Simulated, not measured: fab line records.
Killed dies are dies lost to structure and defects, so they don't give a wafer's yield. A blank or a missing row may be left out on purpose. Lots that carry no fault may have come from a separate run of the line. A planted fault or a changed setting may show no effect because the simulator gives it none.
fab line records    flow rit-cmos
record lots=14  wafers=42  last-day=7
route steps=202 shown NWELL@37 NLDD@109 M1@196
lots with no fault: from the same line, run without faults
start-h: hours from the record's first day to the start of the lot's first wafer shown    wait-h: hours elapsed since this lot's preceding step    " identical to the entry in the row above    L1.1+2: one row covering several wafers at once    - no value present, or no start provided    * or withheld: withheld    < > ~ a bound
route shown NAME@n: a module of which the file shows steps, and the number in the route of the first    usual: mean and standard deviation over wafers with no fault    same: alike in all rows    chamber/n: place in a boat    sites: the reading at each site    _std_site: the standard deviation of these    _edge_site: inner sites' mean taken away from outer sites' mean    radius-mm: how far each site lies from the wafer's centre    mask NAME#n: copy n    behind: the most recent tool/chamber to have shaped the wafer    hold: reason for holding the lot/hours on hold/outcome of the hold    device: the n, p or np transistor that did not switch    end of line: tests of these same wafers at the route's end    step lacking rows: just its recipe    killed: at the first sort, the dies lost to defects and structure; wafer yield is something else    map: per-die view of a wafer (x killed, . not killed, _ where there is no die)
set.NAME: the setting that was run; set.NAME@STEP: the one run at that earlier step    model.NAME: the simulator's own value behind a step, which no gauge read
steps of the route over a sample of lots; a table a step, a row a wafer
services: from which hour (start-h, from the record's first day; less than 0 if before it) a tool's chamber was out of use, for how many hours, and why
## steps
# step RIT_NWELL_STRIP_09
# recipe chemistry=O2  time-s=180  resist=NOVOLAK  platen-temp-c=withheld  power-w=500  pressure-mtorr=4000  o2-flow-sccm=4000
# usual drypump-motor-current-A=5.7/0.33
lot.wafer  tool             chamber  start-h  wait-h  drypump-motor-current-A  rf-hours-counter-h
L696.2     plasma-asher-01  1        21.71    0.1     6.2                      37
L696.3     "                1        "        "       6.2                      -
L696.6     "                1        "        "       6.2                      -
L697.3     plasma-asher-04  1        26.55    0.1     5.3                      -
L697.4     "                0        "        "       5.7                      -
L697.6     "                1        "        "       5.3                      -
L698.2     plasma-asher-04  1        30.78    0.1     5.3                      24
L698.3     "                0        "        "       5.7                      -
L698.6     "                0        "        "       5.7                      -
L700.3     plasma-asher-01  0        40.75    0.1     5.3                      -
L700.4     "                1        "        "       6.2                      -
L700.5     "                0        "        "       5.3                      -
L701.1     plasma-asher-01  0        45.78    0.1     5.3                      40
L701.2     "                1        "        "       6.2                      40
L701.5     "                1        "        "       6.2                      -
L705.2     plasma-asher-02  1        67.55    0.1     5.7                      42
L705.5     "                0        "        "       6.0                      -
L705.6     "                1        "        "       5.7                      -
L706.3     plasma-asher-01  1        70.92    0.1     6.2                      -
L706.4     "                0        "        "       5.3                      -
L706.6     "                1        "        "       6.2                      -
L707.1     plasma-asher-01  0        77.13    0.1     5.3                      43
L707.4     "                0        "        "       5.3                      -
L707.6     "                1        "        "       6.2                      -
L712.3     plasma-asher-02  0        101.03   0.1     6.0                      -
L712.5     "                1        "        "       5.7                      -
L712.6     "                0        "        "       6.0                      -
L713.1     plasma-asher-01  1        106.58   0.1     6.2                      46
L713.2     "                0        "        "       5.3                      46
L713.3     "                0        "        "       5.3                      -
L714.1     plasma-asher-04  0        110.74   0.1     5.7                      32
L714.2     "                1        "        "       5.3                      32
L714.4     "                1        "        "       5.3                      -
L715.1     plasma-asher-02  0        117.55   0.1     5.9                      48
L715.3     "                1        "        "       5.7                      -
L715.6     "                0        "        "       5.9                      -
L717.1     plasma-asher-01  0        131.36   0.1     5.3                      1
L717.2     "                1        "        "       6.2                      1
L717.5     "                0        "        "       5.3                      -
L719.1     plasma-asher-02  0        138.99   0.1     6.0                      50
L719.2     "                1        "        "       5.8                      50
L719.6     "                1        "        "       5.7                      -
# step RIT_NLDD_OVL_MEAS_06
# usual NLDD_OVL=-0.6/1.5
lot.wafer  tool        chamber  start-h  wait-h  NLDD_OVL[nm]
L696.2     overlay-01  -        41.67    -       1.1
L696.3     "           -        "        "       -0.3
L696.6     "           -        "        "       2.8
L697.3     overlay-02  -        45.98    -       -2.8
L697.4     "           -        "        "       -3.1
L697.6     "           -        "        "       -3.8
L698.2     overlay-02  -        50.67    -       -1.7
L698.3     "           -        "        "       -2.3
L698.6     "           -        "        "       -2.3
L700.3     overlay-01  -        64.86    -       -0.6
L700.4     "           -        "        "       -1.7
L700.5     "           -        "        "       0.4
L701.1     overlay-01  -        66.26    -       2.2
L701.2     "           -        "        "       0.9
L701.5     "           -        "        "       1.4
L705.2     overlay-02  -        87.25    -       -1.9
L705.5     "           -        "        "       -1.6
L705.6     "           -        "        "       -1.9
L706.3     overlay-01  -        90.73    -       -0.7
L706.4     "           -        "        "       -1.3
L706.6     "           -        "        "       0.6
L707.1     overlay-01  -        97.67    -       -0.2
L707.4     "           -        "        "       1.6
L707.6     "           -        "        "       0.7
L712.3     overlay-01  -        121.35   -       -0.8
L712.5     "           -        "        "       2.3
L712.6     "           -        "        "       1.8
L713.1     overlay-01  -        129.77   -       1.2
L713.2     "           -        "        "       0.6
L713.3     "           -        "        "       1.2
L714.1     overlay-02  -        134.67   -       -2.8
L714.2     "           -        "        "       -2.4
L714.4     "           -        "        "       -1.5
L715.1     overlay-01  -        137.93   -       -2.8
L715.3     "           -        "        "       -2.0
L715.6     "           -        "        "       -0.3
L717.1     overlay-02  -        152.25   -       -2.3
L717.2     "           -        "        "       -2.5
L717.5     "           -        "        "       -1.7
L719.1     overlay-02  -        159.49   -       -0.9
L719.2     "           -        "        "       -1.7
L719.6     "           -        "        "       -1.7
# step RIT_M1_METAL_ETCH_12
# recipe stop-on=SiO2  chemistry=Cl2/BCl3  target=Al  time-s=165  over-etch-frac=0.5  pressure-mtorr=100  target-depth-a=6000  rf-w=250  Cl2_flow_sccm=60  bcl3-flow-sccm=50
# usual drypump-motor-current-A=5.6/0.47  he-backside-leak-sccm=3.5/0.33  oes-product-au=0.775/0.016  throttle-valve-pct=8.21/0.066
lot.wafer  tool          chamber  start-h  wait-h  drypump-motor-current-A  he-backside-leak-sccm  oes-product-au  rf-hours-counter-h  throttle-valve-pct
L696.2     rie-metal-04  0        54.91    0.2     4.8                      3.5                    0.758           4                   8.31
L696.3     "             1        "        "       6.2                      3.1                    0.792           -                   8.21
L696.6     "             0        "        "       4.8                      3.5                    0.771           -                   8.29
L697.3     rie-metal-03  0        59.15    0.2     6.1                      3.5                    0.761           -                   8.20
L697.4     "             1        "        "       5.8                      3.4                    0.754           -                   8.19
L697.6     "             1        "        "       5.8                      3.4                    0.756           -                   8.18
L698.2     rie-metal-01  1        64.99    0.2     5.8                      3.4                    0.789           2                   8.26
L698.3     "             0        "        "       5.4                      3.6                    0.771           -                   8.10
L698.6     "             1        "        "       5.8                      3.3                    0.786           -                   8.26
L700.3     rie-metal-03  1        79.18    0.2     5.8                      3.3                    0.764           -                   8.16
L700.4     "             0        "        "       6.0                      3.6                    0.767           -                   8.20
L700.5     "             1        "        "       5.8                      3.4                    0.763           -                   8.19
L701.1     rie-metal-01  0        80.35    0.2     5.4                      3.8                    0.771           3                   8.11
L701.2     "             1        "        "       5.8                      3.5                    0.791           2                   8.25
L701.5     "             0        "        "       5.4                      3.6                    0.781           -                   8.12
L705.2     rie-metal-04  1        100.64   0.2     6.2                      3.3                    0.787           4                   8.18
L705.5     "             1        "        "       6.2                      3.1                    0.804           -                   8.19
L705.6     "             0        "        "       4.8                      3.4                    0.764           -                   8.31
L706.3     rie-metal-03  1        104.13   0.2     5.8                      3.4                    0.749           -                   8.19
L706.4     "             0        "        "       6.0                      3.7                    0.761           -                   8.19
L706.6     "             0        "        "       6.1                      3.8                    0.777           -                   8.20
L707.1     rie-metal-01  1        110.84   0.2     5.8                      3.6                    0.799           3                   8.26
L707.4     "             1        "        "       5.8                      3.3                    0.816           -                   8.25
L707.6     "             1        "        "       5.8                      3.4                    0.793           -                   8.25
L712.3     rie-metal-03  1        134.70   0.2     5.8                      3.4                    0.750           -                   8.17
L712.5     "             0        "        "       6.0                      3.6                    0.757           -                   8.19
L712.6     "             1        "        "       5.8                      3.6                    0.749           -                   8.19
L713.1     rie-metal-01  1        143.18   0.2     5.8                      3.2                    0.675           3                   8.27
L713.2     "             0        "        "       5.4                      3.6                    0.760           4                   8.12
L713.3     "             0        "        "       5.4                      3.5                    0.777           -                   8.11
L714.1     rie-metal-04  0        148.73   0.2     4.8                      3.4                    0.765           5                   8.29
L714.2     "             0        "        "       4.8                      3.4                    0.748           -                   8.32
L714.4     "             0        "        "       4.8                      3.4                    0.745           -                   8.30
L715.1     rie-metal-01  0        153.76   0.2     5.4                      3.4                    0.769           4                   8.12
L715.3     "             1        "        "       5.8                      3.7                    0.683           -                   8.27
L715.6     "             0        "        "       5.4                      3.6                    0.766           -                   8.11
L717.1     rie-metal-04  0        166.01   0.2     4.8                      3.2                    0.748           5                   8.33
L717.2     "             1        "        "       6.2                      3.1                    0.797           5                   8.19
L717.5     "             0        "        "       4.8                      3.4                    0.753           -                   8.32
L719.1     rie-metal-03  1        173.53   0.2     5.8                      3.4                    0.778           0                   8.20
L719.2     "             0        "        "       6.0                      3.6                    0.782           0                   8.20
L719.6     "             1        "        "       5.8                      3.6                    0.780           -                   8.18
# step RIT_M1_STRIP_14
# recipe chemistry=O2  time-s=180  platen-temp-c=withheld  power-w=500  pressure-mtorr=4000  o2-flow-sccm=4000
# usual drypump-motor-current-A=5.7/0.39
lot.wafer  tool             chamber  start-h  wait-h  drypump-motor-current-A  rf-hours-counter-h
L696.2     plasma-asher-02  0        55.26    0.0     6.0                      41
L696.3     "                1        "        "       5.7                      -
L696.6     "                1        "        "       5.8                      -
L697.3     plasma-asher-03  1        59.51    0.1     5.8                      -
L697.4     "                0        "        "       4.9                      -
L697.6     "                1        "        "       5.8                      -
L698.2     plasma-asher-02  1        65.34    0.0     5.8                      42
L698.3     "                0        "        "       6.0                      -
L698.6     "                1        "        "       5.8                      -
L700.3     plasma-asher-01  1        79.52    0.1     6.2                      -
L700.4     "                0        "        "       5.3                      -
L700.5     "                0        "        "       5.3                      -
L701.1     plasma-asher-03  1        80.69    0.0     5.8                      44
L701.2     "                0        "        "       5.0                      44
L701.5     "                1        "        "       5.8                      -
L705.2     plasma-asher-03  1        100.97   0.0     5.8                      46
L705.5     "                1        "        "       5.8                      -
L705.6     "                0        "        "       5.0                      -
L706.3     plasma-asher-01  1        104.47   0.1     6.2                      -
L706.4     "                0        "        "       5.3                      -
L706.6     "                0        "        "       5.3                      -
L707.1     plasma-asher-02  0        111.18   0.0     6.0                      47
L707.4     "                1        "        "       5.7                      -
L707.6     "                1        "        "       5.8                      -
L712.3     plasma-asher-02  1        135.10   0.1     5.8                      -
L712.5     "                0        "        "       6.0                      -
L712.6     "                1        "        "       5.8                      -
L713.1     plasma-asher-03  0        143.52   0.0     5.0                      51
L713.2     "                1        "        "       5.8                      51
L713.3     "                1        "        "       5.8                      -
L714.1     plasma-asher-02  0        149.23   0.0     6.0                      51
L714.2     "                1        "        "       5.7                      51
L714.4     "                0        "        "       6.0                      -
L715.1     plasma-asher-01  1        154.11   0.0     6.2                      4
L715.3     "                1        "        "       6.2                      -
L715.6     "                0        "        "       5.3                      -
L717.1     plasma-asher-01  0        166.36   0.0     5.3                      5
L717.2     "                1        "        "       6.2                      5
L717.5     "                0        "        "       5.3                      -
L719.1     plasma-asher-02  1        173.87   0.0     5.7                      54
L719.2     "                0        "        "       6.0                      54
L719.6     "                0        "        "       6.0                      -
# step RIT_M1_CD_MEAS_90
# recipe target-cd-nm=2600
# usual cd-nm=2601/3.1
lot.wafer  tool       chamber  start-h  wait-h  cd-nm
L696.2     cd-sem-01  -        55.46    0.1     2599
L696.3     "          -        "        "       2599
L696.6     "          -        "        "       2598
L697.3     cd-sem-02  -        59.66    0.1     2605
L697.4     "          -        "        "       2599
L697.6     "          -        "        "       2599
L698.2     cd-sem-02  -        65.54    0.1     2599
L698.3     "          -        "        "       2596
L698.6     "          -        "        "       2597
L700.3     cd-sem-01  -        79.68    0.1     2596
L700.4     "          -        "        "       2599
L700.5     "          -        "        "       2595
L701.1     cd-sem-02  -        80.86    0.1     2603
L701.2     "          -        "        "       2601
L701.5     "          -        "        "       2603
L705.2     cd-sem-01  -        101.17   0.1     2603
L705.5     "          -        "        "       2604
L705.6     "          -        "        "       2602
L706.3     cd-sem-02  -        104.62   0.1     2599
L706.4     "          -        "        "       2601
L706.6     "          -        "        "       2603
L707.1     cd-sem-02  -        111.40   0.2     2599
L707.4     "          -        "        "       2603
L707.6     "          -        "        "       2601
L712.3     cd-sem-01  -        135.25   0.1     2598
L712.5     "          -        "        "       2601
L712.6     "          -        "        "       2596
L713.1     cd-sem-01  -        143.69   0.1     2613
L713.2     "          -        "        "       2600
L713.3     "          -        "        "       2601
L714.1     cd-sem-01  -        149.43   0.1     2599
L714.2     "          -        "        "       2599
L714.4     "          -        "        "       2598
L715.1     cd-sem-01  -        154.29   0.1     2604
L715.3     "          -        "        "       2613
L715.6     "          -        "        "       2602
L717.1     cd-sem-01  -        166.54   0.1     2600
L717.2     "          -        "        "       2603
L717.5     "          -        "        "       2600
L719.1     cd-sem-02  -        174.04   0.1     2601
L719.2     "          -        "        "       2603
L719.6     "          -        "        "       2603
# step RIT_M1_PROBE_99
# usual defect-limited-yield=97.4/1.2  killed_at_M0_to_M3=0.0/0.17  killed-at-contacts=0.1/0.34  killed-at-front-end=7/3  killed-dies=7/3.1  killed-on-rim=1.7/1.3  killed-open=3.4/1.9  killed-short=3.4/2.1  sort_bin_3_pad_short=0.1/0.2  sort_bin_5_function=1.5/0.83  sort_bin_6_memory=1.0/0.66  sort-n-pass=257/3.1  sort-yield-pct=97.4/1.2
# same gross-dies=264  killed_at_M4_up=0  killed-at-back-side=0  killed-at-other=0
lot.wafer  tool       chamber  start-h  wait-h  defect-limited-yield[%]  killed_at_M0_to_M3  killed-at-contacts  killed-at-front-end  killed-dies  killed-on-rim  killed-open  killed-short  sort_bin_3_pad_short[%]  sort_bin_5_function[%]  sort_bin_6_memory[%]  sort-n-pass  sort-yield-pct[%]
L696.2     prober-02  -        57.23    0.1     98.1                     0                   0                   5                    5            0              3            2             0                        0.8                     1.1                   259          98.1
L696.3     prober-02  -        57.28    0.2     99.2                     0                   0                   2                    2            0              1            1             0                        0.8                     0                     262          99.2
L696.6     prober-02  -        57.43    0.2     98.9                     0                   0                   3                    3            1              2            1             0                        1.1                     0                     261          98.9
L697.3     prober-01  -        61.46    0.2     94.7                     0                   0                   14                   14           1              7            7             0                        2.3                     3.0                   250          94.7
L697.4     prober-01  -        61.51    0.2     98.1                     0                   0                   5                    5            3              3            2             0                        1.5                     0.4                   259          98.1
L697.6     prober-01  -        61.61    0.2     97.3                     0                   0                   7                    7            3              4            3             0.4                      1.5                     0.8                   257          97.3
L698.2     prober-02  -        68.62    0.1     98.1                     0                   0                   5                    5            1              1            4             0                        1.1                     0.8                   259          98.1
L698.3     prober-02  -        68.67    0.2     95.8                     0                   1                   10                   11           1              6            5             0                        2.3                     1.9                   253          95.8
L698.6     prober-02  -        68.82    0.2     95.8                     0                   0                   11                   11           1              6            5             0.4                      2.7                     1.1                   253          95.8
L700.3     prober-02  -        81.48    0.2     96.6                     0                   0                   9                    9            2              5            4             0.4                      1.1                     1.9                   255          96.6
L700.4     prober-02  -        81.53    0.2     97.0                     0                   0                   8                    8            3              4            4             0                        2.3                     0.8                   256          97.0
L700.5     prober-02  -        81.58    0.2     96.2                     0                   0                   10                   10           3              6            4             0                        2.3                     1.5                   254          96.2
L701.1     prober-01  -        82.88    0.1     97.3                     0                   0                   7                    7            2              5            2             0                        1.1                     1.5                   257          97.3
L701.2     prober-01  -        82.93    0.1     98.5                     0                   0                   4                    4            0              2            2             0.8                      0.4                     0.4                   260          98.5
L701.5     prober-01  -        83.08    0.2     98.5                     0                   0                   4                    4            0              3            1             0                        0.8                     0.8                   260          98.5
L705.2     prober-01  -        102.94   0.1     97.3                     0                   0                   7                    7            3              2            5             0.4                      1.5                     0.8                   257          97.3
L705.5     prober-01  -        103.09   0.2     96.2                     0                   1                   9                    10           2              3            7             0.4                      1.9                     1.5                   254          96.2
L705.6     prober-01  -        103.14   0.2     95.8                     0                   0                   11                   11           2              3            8             0                        3.0                     1.1                   253          95.8
L706.3     prober-02  -        106.42   0.2     97.3                     0                   0                   7                    7            3              3            4             0                        0.4                     2.3                   257          97.3
L706.4     prober-02  -        106.47   0.2     97.3                     0                   0                   7                    7            4              5            2             0                        1.9                     0.8                   257          97.3
L706.6     prober-02  -        106.57   0.2     99.2                     0                   0                   2                    2            0              1            1             0                        0.4                     0.4                   262          99.2
L707.1     prober-01  -        113.14   0.1     98.5                     0                   0                   4                    4            1              0            2             0                        1.5                     0                     260          98.5
L707.4     prober-01  -        113.29   0.2     96.6                     0                   0                   9                    9            3              4            4             0                        2.3                     1.1                   255          96.6
L707.6     prober-01  -        113.39   0.2     96.2                     0                   0                   10                   10           2              4            5             0.4                      2.3                     1.1                   254          96.2
L712.3     prober-02  -        138.32   0.2     98.1                     0                   0                   5                    5            1              4            1             0.4                      0.8                     0.8                   259          98.1
L712.5     prober-02  -        138.42   0.2     98.1                     0                   0                   5                    5            3              3            2             0                        0.8                     1.1                   259          98.1
L712.6     prober-02  -        138.47   0.2     97.3                     0                   0                   7                    7            1              4            3             0.4                      1.1                     1.1                   257          97.3
L713.1     prober-01  -        146.21   0.1     0                        257                 0                   7                    264          70             5            2             0                        99.6                    0.4                   0            0
L713.2     prober-01  -        146.26   0.1     98.5                     0                   0                   4                    4            0              4            0             0                        1.1                     0.4                   260          98.5
L713.3     prober-01  -        146.31   0.2     95.5                     0                   0                   12                   12           2              5            7             0                        2.7                     1.9                   252          95.5
L714.1     prober-01  -        151.17   0.1     97.7                     0                   1                   5                    6            1              6            0             0                        1.1                     1.1                   258          97.7
L714.2     prober-01  -        151.22   0.1     97.3                     0                   0                   7                    7            5              3            4             0.4                      0.8                     1.5                   257          97.3
L714.4     prober-01  -        151.32   0.2     95.5                     0                   1                   11                   12           2              6            5             0.4                      3.0                     1.1                   252          95.5
L715.1     prober-02  -        156.03   0.1     97.7                     0                   0                   6                    6            0              4            2             0                        2.3                     0                     258          97.7
L715.3     prober-02  -        156.13   0.2     0                        258                 0                   6                    264          70             3            3             0                        98.9                    1.1                   0            0
L715.6     prober-02  -        156.28   0.2     97.7                     0                   0                   6                    6            3              2            4             0.4                      1.1                     0.8                   258          97.7
L717.1     prober-02  -        168.29   0.1     96.2                     0                   1                   9                    10           2              6            4             0.4                      1.9                     1.5                   254          96.2
L717.2     prober-02  -        168.34   0.1     99.2                     0                   0                   2                    2            0              1            1             0                        0.4                     0.4                   262          99.2
L717.5     prober-02  -        168.49   0.2     97.7                     0                   0                   6                    6            2              2            4             0.4                      0.8                     1.1                   258          97.7
L719.1     prober-02  -        175.78   0.1     97.7                     0                   0                   6                    6            1              1            4             0                        1.9                     0.4                   258          97.7
L719.2     prober-02  -        175.83   0.1     98.5                     0                   0                   4                    4            1              0            4             0.4                      0.4                     0.8                   260          98.5
L719.6     prober-02  -        176.03   0.2     97.0                     0                   0                   8                    8            3              3            4             0                        1.1                     1.9                   256          97.0
# killed by level:class
L696.2 FOX1:geometric-particle:short=1 FOX1:geometric-particle:open=1 GATE:geometric-particle:open=1 GATE:geometric-particle:short=1 SPACER:geometric-particle:open=1
L696.3 FOX2:geometric-particle:open=1 GATE:geometric-particle:short=1
L696.6 GATE:geometric-particle:open=1 SPACER:geometric-particle:short=1 SILICIDE:geometric-particle:open=1
L697.3 FOX1:geometric-particle:short=4 FOX1:geometric-particle:open=3 GATE:geometric-particle:open=3 GATE:geometric-particle:short=3 SPACER:geometric-particle:open=1
L697.4 GATE:geometric-particle:open=2 REOX:geometric-particle:short=1 SPACER:geometric-particle:open=1 SILICIDE:geometric-particle:short=1
L697.6 GATE:geometric-particle:short=2 SPACER:geometric-particle:open=2 FOX1:geometric-particle:open=1 GATE:geometric-particle:open=1 SILICIDE:geometric-particle:short=1
L698.2 SPACER:geometric-particle:short=2 FOX1:geometric-particle:short=1 GATE:geometric-particle:short=1 SILICIDE:geometric-particle:open=1
L698.3 SPACER:geometric-particle:short=3 FOX1:geometric-particle:open=2 GATE:geometric-particle:short=2 GATE:geometric-particle:open=2 REOX:geometric-particle:open=1 CONTACT:geometric-particle:open=1
L698.6 FOX1:geometric-particle:open=3 GATE:geometric-particle:short=3 REOX:geometric-particle:open=2 GATE:geometric-particle:open=1 REOX:geometric-particle:short=1 SILICIDE:geometric-particle:short=1
L700.3 GATE:geometric-particle:short=2 GATE:geometric-particle:open=2 SILICIDE:geometric-particle:open=2 FOX1:geometric-particle:short=1 FOX1:geometric-particle:open=1 FOX2:geometric-particle:short=1
L700.4 FOX1:geometric-particle:short=2 FOX1:geometric-particle:open=2 FOX2:geometric-particle:short=2 GATE:geometric-particle:open=2
L700.5 FOX2:geometric-particle:open=3 FOX2:geometric-particle:short=2 FOX1:geometric-particle:short=1 FOX1:geometric-particle:open=1 GATE:geometric-particle:open=1 REOX:geometric-particle:short=1 SILICIDE:geometric-particle:open=1
L701.1 REOX:geometric-particle:short=2 FOX1:geometric-particle:open=1 GATE:geometric-particle:open=1 REOX:geometric-particle:open=1 SPACER:geometric-particle:open=1 SILICIDE:geometric-particle:open=1
L701.2 FOX1:geometric-particle:open=1 FOX2:geometric-particle:short=1 GATE:geometric-particle:open=1 SPACER:geometric-particle:short=1
L701.5 FOX1:geometric-particle:open=1 FOX1:geometric-particle:short=1 FOX2:geometric-particle:open=1 SPACER:geometric-particle:open=1
L705.2 GATE:geometric-particle:short=2 GATE:geometric-particle:open=2 SPACER:geometric-particle:short=2 FOX1:geometric-particle:short=1
L705.5 REOX:geometric-particle:short=3 FOX1:geometric-particle:short=1 FOX2:geometric-particle:short=1 GATE:geometric-particle:open=1 GATE:geometric-particle:short=1 SILICIDE:geometric-particle:open=1 SILICIDE:geometric-particle:short=1 CONTACT:geometric-particle:open=1
L705.6 GATE:geometric-particle:short=4 SILICIDE:geometric-particle:short=2 FOX1:geometric-particle:short=1 FOX1:geometric-particle:open=1 GATE:geometric-particle:open=1 REOX:geometric-particle:open=1 REOX:geometric-particle:short=1
L706.3 GATE:geometric-particle:short=2 REOX:geometric-particle:open=2 FOX1:geometric-particle:short=1 GATE:geometric-particle:open=1 SILICIDE:geometric-particle:short=1
L706.4 FOX1:geometric-particle:open=4 FOX1:geometric-particle:short=1 GATE:geometric-particle:open=1 GATE:geometric-particle:short=1
L706.6 FOX1:geometric-particle:open=1 GATE:geometric-particle:short=1
L707.1 FOX1:geometric-particle:short=2 NLDD:coat-microbubble-printed=1 PSD:coat-microbubble-printed=1
L707.4 FOX1:geometric-particle:short=2 SILICIDE:geometric-particle:open=2 FOX1:geometric-particle:open=1 GATE:geometric-particle:open=1 GATE:geometric-particle:short=1 REOX:geometric-particle:short=1 NSD:coat-microbubble-printed=1
L707.6 GATE:geometric-particle:short=3 FOX1:geometric-particle:short=2 FOX1:geometric-particle:open=1 FOX2:geometric-particle:open=1 GATE:geometric-particle:open=1 SPACER:geometric-particle:open=1 NSD:coat-microbubble-printed=1
L712.3 FOX1:geometric-particle:open=2 FOX1:geometric-particle:short=1 GATE:geometric-particle:open=1 SPACER:geometric-particle:open=1
L712.5 FOX2:geometric-particle:open=2 FOX1:geometric-particle:short=1 GATE:geometric-particle:open=1 GATE:geometric-particle:short=1
L712.6 FOX2:geometric-particle:open=2 FOX2:geometric-particle:short=1 GATE:geometric-particle:short=1 GATE:geometric-particle:open=1 SPACER:geometric-particle:short=1 SILICIDE:geometric-particle:open=1
L713.1 M1:area-etch=257 SPACER:geometric-particle:open=2 SILICIDE:geometric-particle:short=2 SILICIDE:geometric-particle:open=2 GATE:geometric-particle:open=1
L713.2 GATE:geometric-particle:open=4
L713.3 SILICIDE:geometric-particle:short=4 GATE:geometric-particle:open=3 FOX2:geometric-particle:open=2 GATE:geometric-particle:short=2 SPACER:geometric-particle:short=1
L714.1 GATE:geometric-particle:open=3 FOX1:geometric-particle:open=1 SPACER:geometric-particle:open=1 CONTACT:geometric-particle:open=1
L714.2 FOX1:geometric-particle:open=2 FOX1:geometric-particle:short=2 ACTIVE:geometric-particle:open=1 GATE:geometric-particle:short=1 REOX:geometric-particle:short=1
L714.4 REOX:geometric-particle:open=3 SILICIDE:geometric-particle:short=3 GATE:geometric-particle:open=2 GATE:geometric-particle:short=1 SPACER:geometric-particle:open=1 CONTACT:geometric-particle:short=1 PWELL:coat-microbubble-printed=1
L715.1 SPACER:geometric-particle:open=3 GATE:geometric-particle:short=1 SILICIDE:geometric-particle:short=1 SILICIDE:geometric-particle:open=1
L715.3 M1:area-etch=258 FOX1:geometric-particle:short=1 FOX1:geometric-particle:open=1 GATE:geometric-particle:open=1 REOX:geometric-particle:short=1 REOX:geometric-particle:open=1 SPACER:geometric-particle:short=1
L715.6 GATE:geometric-particle:open=2 FOX2:geometric-particle:short=1 GATE:geometric-particle:short=1 REOX:geometric-particle:short=1 SPACER:geometric-particle:short=1
L717.1 SPACER:geometric-particle:open=2 FOX1:geometric-particle:open=1 FOX2:geometric-particle:short=1 GATE:geometric-particle:open=1 GATE:geometric-particle:short=1 SPACER:geometric-particle:short=1 SILICIDE:geometric-particle:short=1 SILICIDE:geometric-particle:open=1
L717.2 SPACER:geometric-particle:short=1 SILICIDE:geometric-particle:open=1
L717.5 SPACER:geometric-particle:short=2 SPACER:geometric-particle:open=2 GATE:geometric-particle:short=1 SILICIDE:geometric-particle:short=1
L719.1 FOX1:geometric-particle:short=2 GATE:geometric-particle:short=1 GATE:geometric-particle:open=1 SPACER:geometric-particle:short=1 PSD:coat-microbubble-printed=1
L719.2 GATE:geometric-particle:short=2 FOX1:geometric-particle:short=1 SPACER:geometric-particle:short=1
L719.6 FOX1:geometric-particle:short=2 GATE:geometric-particle:open=2 GATE:geometric-particle:short=1 REOX:geometric-particle:open=1 REOX:geometric-particle:short=1 PSD:coat-microbubble-printed=1
## services
tool             chamber  start-h  hours  kind
rie-metal-04     -        6.65     0.4    repair
rie-metal-03     0        19.28    25.9   repair
plasma-asher-02  -        30.99    2.8    pm
rie-metal-01     0        50.60    9.5    repair
plasma-asher-01  -        108.75   9.0    pm
plasma-asher-01  0        108.75   9.0    vent-cycle
plasma-asher-01  1        108.75   9.0    vent-cycle
plasma-asher-01  0        117.75   -      clean
plasma-asher-01  1        117.75   -      clean
plasma-asher-04  -        130.92   14.6   repair
rie-metal-03     -        136.12   20.0   pm
rie-metal-03     0        136.12   20.0   vent-cycle
rie-metal-03     1        136.12   20.0   vent-cycle
rie-metal-04     1        142.87   8.8    repair
rie-metal-03     0        156.12   -      clean
rie-metal-03     1        156.12   -      clean
## key
first-sign step=RIT_M1_METAL_ETCH_12  reading=oes-product-au  direction=down  sigmas=5.9  usual=0.775  struck=0.679
effect step=RIT_M1_CD_MEAS_90  reading=cd-nm  direction=up  sigmas=3.8  usual=2601  struck=2613
effect step=RIT_M1_PROBE_99  reading=killed_at_M0_to_M3  direction=up  sigmas=99+  usual=0.0  struck=257.5
more-kills-born-at RIT_M1_METAL_ETCH_12@rie-metal-01=515
met-at RIT_M1_METAL_ETCH_12
struck-lots L713,L715
struck-wafers L713.1,L715.3
later-rows-left-out L713.1,L715.3
not-acting-at RIT_NWELL_STRIP_09,RIT_NLDD_OVL_MEAS_06,RIT_M1_STRIP_14
onset-between 110.84 143.18
fault kind=process-parameter-drift  tool=rie-metal-01  chamber=1  onset-h=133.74  steps=RIT_M1_METAL_ETCH_12  channel=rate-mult  offset=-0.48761  shape=step  end-h=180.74
# later-rows-left-out: the simulator's readings of these wafers behind a module that went badly wrong aren't trusted and aren't shown, but for the sort
